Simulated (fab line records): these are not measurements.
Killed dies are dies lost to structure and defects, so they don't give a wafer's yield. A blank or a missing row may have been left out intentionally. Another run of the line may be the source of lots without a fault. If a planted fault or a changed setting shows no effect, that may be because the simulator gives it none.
Commonality check across tools :: flow berkeley cmos170 :: 15 lots and 45 wafers in the sample

== REASON FOR OPENING ==
On 3 of the 15 lots, a flag is raised at UCB170_M1_CD_MEAS_09 on the reading cd nm. No-fault wafers: 699.8 nm, standard deviation 1.7.
Rule: flag the lot when none of its wafers has a number, or when each of its wafers that has one lies beyond 4 standard deviations from that mean. All remaining lots are regarded as sound.

lot: L309
measured: day 7 12:59
on: cd sem-01
cd nm (nm), wafer by wafer: 697.7 698.9 699.5
flag: 

lot: L310
measured: day 7 13:12
on: cd sem-01
cd nm (nm), wafer by wafer: 699.5 699.4 700.3
flag: 

lot: L312
measured: day 7 17:57
on: cd sem-01
cd nm (nm), wafer by wafer: 701.3 699.5 700.5
flag: 

lot: L311
measured: day 7 19:44
on: cd sem-01
cd nm (nm), wafer by wafer: 701.3 700.6 700.7
flag: 

lot: L313
measured: day 8 09:52
on: cd sem-02
cd nm (nm), wafer by wafer: 703.3 702.8 702.0
flag: 

lot: L314
measured: day 8 10:05
on: cd sem-02
cd nm (nm), wafer by wafer: 703.6 702.9 703.1
flag: 

lot: L316
measured: day 8 18:57
on: cd sem-01
cd nm (nm), wafer by wafer: 698.8 699.0 699.3
flag: 

lot: L315
measured: day 8 20:28
on: cd sem-01
cd nm (nm), wafer by wafer: 698.9 697.4 699.8
flag: 

lot: L317
measured: day 8 23:52
on: cd sem-01
cd nm (nm), wafer by wafer: 662.7 662.6 660.9
flag: FLAGGED

lot: L321
measured: day 10 00:09
on: cd sem-02
cd nm (nm), wafer by wafer: 670.3 670.1 668.7
flag: FLAGGED

lot: L322
measured: day 10 05:51
on: cd sem-01
cd nm (nm), wafer by wafer: 672.5 672.9 670.5
flag: FLAGGED

lot: L323
measured: day 10 18:17
on: cd sem-01
cd nm (nm), wafer by wafer: 699.1 698.6 698.2
flag: 

lot: L326
measured: day 11 08:43
on: cd sem-01
cd nm (nm), wafer by wafer: 701.9 701.2 701.6
flag: 

lot: L327
measured: day 11 09:05
on: cd sem-02
cd nm (nm), wafer by wafer: 700.0 698.5 699.2
flag: 

lot: L330
measured: day 11 20:57
on: cd sem-01
cd nm (nm), wafer by wafer: 700.0 700.6 699.9
flag: 
On average the flagged lots' numbers are 667.9 nm, which is -31.9 nm against the usual, or -19 standard deviations.

== EACH LOT AND THE TOOL IT RAN ON ==
The record keeps 1 process step preceding the reading, out of 331 steps on the route. Read each cell as the tool, then ch plus the chambers that the sampled wafers visited, then the start.
lot: L309
flag: 
UCB170_M1_EXPOSE_06: krf scanner-02 ch 0, day 7 12:20

lot: L310
flag: 
UCB170_M1_EXPOSE_06: krf scanner-02 ch 0, day 7 12:26

lot: L312
flag: 
UCB170_M1_EXPOSE_06: krf scanner-01 ch 0, day 7 17:34

lot: L311
flag: 
UCB170_M1_EXPOSE_06: krf scanner-01 ch 0, day 7 19:20

lot: L313
flag: 
UCB170_M1_EXPOSE_06: krf scanner-02 ch 0, day 8 08:40

lot: L314
flag: 
UCB170_M1_EXPOSE_06: krf scanner-01 ch 0, day 8 09:11

lot: L316
flag: 
UCB170_M1_EXPOSE_06: krf scanner-02 ch 0, day 8 18:34

lot: L315
flag: 
UCB170_M1_EXPOSE_06: krf scanner-02 ch 0, day 8 20:01

lot: L317
flag: FLAGGED
UCB170_M1_EXPOSE_06: krf scanner-02 ch 0, day 8 23:28

lot: L321
flag: FLAGGED
UCB170_M1_EXPOSE_06: krf scanner-02 ch 0, day 9 23:46

lot: L322
flag: FLAGGED
UCB170_M1_EXPOSE_06: krf scanner-02 ch 0, day 10 05:04

lot: L323
flag: 
UCB170_M1_EXPOSE_06: krf scanner-01 ch 0, day 10 17:47

lot: L326
flag: 
UCB170_M1_EXPOSE_06: krf scanner-01 ch 0, day 11 07:55

lot: L327
flag: 
UCB170_M1_EXPOSE_06: krf scanner-01 ch 0, day 11 08:30

lot: L330
flag: 
UCB170_M1_EXPOSE_06: krf scanner-01 ch 0, day 11 20:34
These steps, and what they do:
- UCB170_M1_EXPOSE_06: exposes mask METAL1, target cd 700 nm.
- UCB170_M1_CD_MEAS_09: target cd 700 nm.

== FLAGGED OVER TOTAL, TOOL BY TOOL (the gauges that took the reading come last) ==
step: UCB170_M1_EXPOSE_06
tool: krf scanner-01
lots run: 7
flagged: 0
share of the flagged lots: none
sound lots run after its first flagged lot: -

step: UCB170_M1_EXPOSE_06
tool: krf scanner-02
lots run: 8
flagged: 3
share of the flagged lots: all
sound lots run after its first flagged lot: 0

step: UCB170_M1_CD_MEAS_09
tool: cd sem-01
lots run: 11
flagged: 2
share of the flagged lots: some
sound lots run after its first flagged lot: 3 (L323,L326,L330)

step: UCB170_M1_CD_MEAS_09
tool: cd sem-02
lots run: 4
flagged: 1
share of the flagged lots: some
sound lots run after its first flagged lot: 1 (L327)

== WHAT THE TABLE PERMITS ==
In the table, 1 row covers all flagged lots: krf scanner-02 at UCB170_M1_EXPOSE_06.
- krf scanner-02 at UCB170_M1_EXPOSE_06 ran 8 lots, 3 of them flagged. A fault beginning between L315 (day 8 20:01), its last sound lot, and L317 (day 8 23:28), its first flagged one, fits the data. Its own readings lie more than 4 standard deviations out on every wafer of the flagged lots: exposure dose mJ cm2.
Left over: one tool, krf scanner-02 at UCB170_M1_EXPOSE_06.

== WHAT HAD BEEN PUT IN BY THE SIMULATOR ==
Drift in process parameters on krf scanner-02 at UCB170_M1_EXPOSE_06, starting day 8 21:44. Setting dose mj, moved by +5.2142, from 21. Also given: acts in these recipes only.
Shown lots that were struck: L317, L321, L322. Same finding as the rule above.
